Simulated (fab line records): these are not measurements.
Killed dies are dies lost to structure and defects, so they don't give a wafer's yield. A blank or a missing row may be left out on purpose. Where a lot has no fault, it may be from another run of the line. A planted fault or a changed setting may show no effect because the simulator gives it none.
Lot-split experiment | flow berkeley_cmos170 | 5 lots, 17 wafers read, on a route of 331 steps

## SPLIT DETAILS
At UCB170_M1_METAL_ETCH_12 (etches Al in Cl2/BCl3, stops on PSG, target depth 780 nm, time 130 s), the setting time_s was moved away from the recipe's 130 s on 8 of the 17 wafers read, by -13.2% to +11.2%. For the rest of the wafers, this setting stayed at what the recipe calls for.

The reading comes from the split's own step.

## THE READING
KrF_of_M1_COAT_04.thk_nm (the simulator's own value, which no gauge read), in nm, at UCB170_M1_METAL_ETCH_12 (etches Al in Cl2/BCl3, stops on PSG, target depth 780 nm, time 130 s). No usual value for it is given in the file. Average 430.7 nm, standard deviation 11 nm, over the 9 wafers here run with the recipe.

wafer  | tool, chamber at the split | time_s as run, s | against the recipe | KrF_of_M1_COAT_04.thk_nm, nm | against lot-mates on the recipe
L076.1 | rie_metal-02, 0            | 130              | recipe             | 420.7                        | -
L076.2 | rie_metal-02, 0            | 130              | recipe             | 417                          | -
L076.6 | rie_metal-02, 0            | 130              | recipe             | 423.3                        | -
L077.3 | rie_metal-04, 0            | 130              | recipe             | 437.1                        | -
L077.5 | rie_metal-04, 1            | 112.9            | -13.2%             | 505.2                        | +68.1
L078.1 | rie_metal-02, 1            | 144.6            | +11.2%             | 400.2                        | -47.3
L078.6 | rie_metal-02, 1            | 130              | recipe             | 447.5                        | -
L080.1 | rie_metal-02, 0            | 118.3            | -9.0%              | 468.1                        | +32.5
L080.2 | rie_metal-02, 1            | 130              | recipe             | 447.6                        | -
L080.4 | rie_metal-02, 0            | 118.3            | -9.0%              | 467.1                        | +31.5
L080.5 | rie_metal-02, 1            | 118.3            | -9.0%              | 488.5                        | +52.9
L080.6 | rie_metal-02, 0            | 130              | recipe             | 423.7                        | -
L085.1 | rie_metal-01, 1            | 130              | recipe             | 425.8                        | -
L085.2 | rie_metal-01, 0            | 138.7            | +6.7%              | 400.9                        | -29.0
L085.3 | rie_metal-01, 0            | 130              | recipe             | 434                          | -
L085.4 | rie_metal-01, 1            | 138.7            | +6.7%              | 391.4                        | -38.5
L085.6 | rie_metal-01, 0            | 138.7            | +6.7%              | 397.8                        | -32.1

FIT RESULTS
A straight line over all 17 wafers: KrF_of_M1_COAT_04.thk_nm changes by -4.69 nm for each +1% of time_s; r = -0.94; the points scatter about the line by 12 nm.
The same after taking each lot's own level away (the mean of its wafers on the recipe; 17 wafers): -4.65 nm for each +1%; r = -0.97; scatter 7.3 nm.
Per that fit: largest time_s move, reading shift of 61 nm.
From 420.33 to 447.50 nm: that is the span of the lots' own levels, equal to 2.5 times the standard deviation above.
The two slopes are in agreement: the lot-to-lot level therefore moves the slope only a little.
Check: +58 nm against its lot-mates is what the line predicts for one of the wafers moved furthest among these (-13.2%) when that wafer is left out of the fit. Against them it came out at +68.1 nm.

## THE OTHER SPLITS THESE WAFERS WENT THROUGH
Note: prior to the reading, these wafers also went through further splits. Each is held against what the fit with the lots' levels taken away leaves over:
other split on the same wafers     | wafers away from the commonest value | r with KrF_of_M1_COAT_04.thk_nm (lot level and that fit taken away)
UCB170_NLDD_IMPLANT_08 dose_cm2    | 5                                    | -0.10
UCB170_NLDD_STRIP_10 o2_flow_sccm  | 5                                    | +0.04
UCB170_PSD_IMPLANT_08 energy_kev   | 3                                    | -0.01
UCB170_NSD_IMPLANT_08 dose_cm2     | 6                                    | -0.39
UCB170_SDANNEAL_RTA_00 time_s      | 5                                    | +0.60
UCB170_CONTACT_CVD_01 o2_flow_sccm | 12                                   | +0.01
UCB170_M1_SPUTTER_00 power_w       | 0                                    | -

## THE FILE'S OWN FIT
KrF_of_M1_COAT_04.thk_nm changes by -4.66 nm for each +1% of time_s, r = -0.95.
